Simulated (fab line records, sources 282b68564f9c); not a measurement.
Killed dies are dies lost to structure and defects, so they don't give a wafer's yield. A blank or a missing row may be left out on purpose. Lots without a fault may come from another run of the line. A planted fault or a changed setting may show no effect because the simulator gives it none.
Tool commonality check | flow rit_cmos | 14 lots, 42 wafers sampled

WHY IT WAS OPENED
At RIT_SDANNEAL_RS_MEAS_04 the reading PSD_RS is flagged on 2 of 14 lots. Wafers without a fault read 114.9 ohm/sq, standard deviation 0.31.
Rule: a lot is flagged when every wafer of it that has a number lies more than 4 standard deviations from that mean, or none has a number. The other lots count as sound.

lot  | measured    | on            | PSD_RS (ohm/sq), wafer by wafer | flag
L347 | day 3 02:15 | film_metro-02 | 114.9 114.4 114.7               |
L349 | day 3 13:44 | film_metro-02 | 114.8 114.8 114.8               |
L350 | day 3 18:32 | film_metro-04 | 114.3 114.1 114.2               |
L351 | day 3 22:41 | film_metro-03 | 115.3 115.2 115.2               |
L352 | day 4 03:43 | film_metro-02 | 115.4 115.1 114.9               |
L353 | day 4 07:13 | film_metro-03 | 115.1 115.3 115.0               |
L355 | day 4 18:50 | film_metro-03 | 114.9 114.9 114.6               |
L356 | day 4 23:03 | film_metro-02 | 114.6 114.5 114.8               |
L357 | day 5 03:19 | film_metro-03 | 114.9 115.1 115.1               |
L358 | day 5 08:34 | film_metro-02 | 115.1 115.1 115.1               |
L359 | day 5 13:59 | film_metro-03 | 115.1 114.9 114.6               |
L361 | day 6 02:13 | film_metro-04 | 92.8 92.9 92.8                  | FLAGGED
L363 | day 6 09:37 | film_metro-02 | 93.6 93.7 93.6                  | FLAGGED
L370 | day 7 21:14 | film_metro-04 | 114.7 114.7 114.6               |
The numbers of the flagged lots are 93.2 ohm/sq on average: -21.7 ohm/sq against the usual, or -70 standard deviations.

WHICH TOOL RAN EACH LOT
The record holds 1 process step before the reading, out of a route of 202 steps. In each cell: the tool, then ch and the chambers that the sampled wafers went through, then the start.
lot  | flag    | RIT_SDANNEAL_RTA_03
L347 |         | rtp_anneal-02 ch 0, day 3 02:10
L349 |         | rtp_anneal-02 ch 0, day 3 13:41
L350 |         | rtp_anneal-01 ch 0, day 3 18:28
L351 |         | rtp_anneal-02 ch 0, day 3 22:37
L352 |         | rtp_anneal-01 ch 0, day 4 03:38
L353 |         | rtp_anneal-02 ch 0, day 4 07:10
L355 |         | rtp_anneal-02 ch 0, day 4 18:46
L356 |         | rtp_anneal-01 ch 0, day 4 22:59
L357 |         | rtp_anneal-02 ch 0, day 5 03:12
L358 |         | rtp_anneal-01 ch 0, day 5 08:31
L359 |         | rtp_anneal-02 ch 0, day 5 13:52
L361 | FLAGGED | rtp_anneal-02 ch 0, day 6 02:08
L363 | FLAGGED | rtp_anneal-02 ch 0, day 6 09:32
L370 |         | rtp_anneal-01 ch 0, day 7 21:09
What these steps do:
- RIT_SDANNEAL_RTA_03: time 5 s.
- RIT_SDANNEAL_RS_MEAS_04: measures by four-point-probe.

FLAGGED OVER TOTAL, TOOL BY TOOL (the gauges that took the reading come last)
step                    | tool          | lots run | flagged | share of the flagged lots | sound lots run after its first flagged lot
RIT_SDANNEAL_RTA_03     | rtp_anneal-01 | 5        | 0       | none                      | -
RIT_SDANNEAL_RTA_03     | rtp_anneal-02 | 9        | 2       | all                       | 0
RIT_SDANNEAL_RS_MEAS_04 | film_metro-02 | 6        | 1       | some                      | 0
RIT_SDANNEAL_RS_MEAS_04 | film_metro-03 | 5        | 0       | none                      | -
RIT_SDANNEAL_RS_MEAS_04 | film_metro-04 | 3        | 1       | some                      | 1 (L370)

WHAT THE TABLE ALLOWS
1 row of the table ran every flagged lot: rtp_anneal-02 at RIT_SDANNEAL_RTA_03.
- rtp_anneal-02 at RIT_SDANNEAL_RTA_03: 2 of its 9 lots flagged. Its last sound lot is L359 (day 5 13:52), its first flagged lot L361 (day 6 02:08): a fault that began between those two fits. Its own readings lie more than 4 standard deviations out on every wafer of the flagged lots: wafer_temp_C_max.
One tool is left: rtp_anneal-02 at RIT_SDANNEAL_RTA_03.

WHAT THE SIMULATOR HAD PUT IN
Process parameter drift: rtp_anneal-02, from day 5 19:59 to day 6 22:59, at RIT_SDANNEAL_RTA_03. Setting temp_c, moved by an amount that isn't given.
Lots struck among those shown: L361, L363. The rule above found the same.
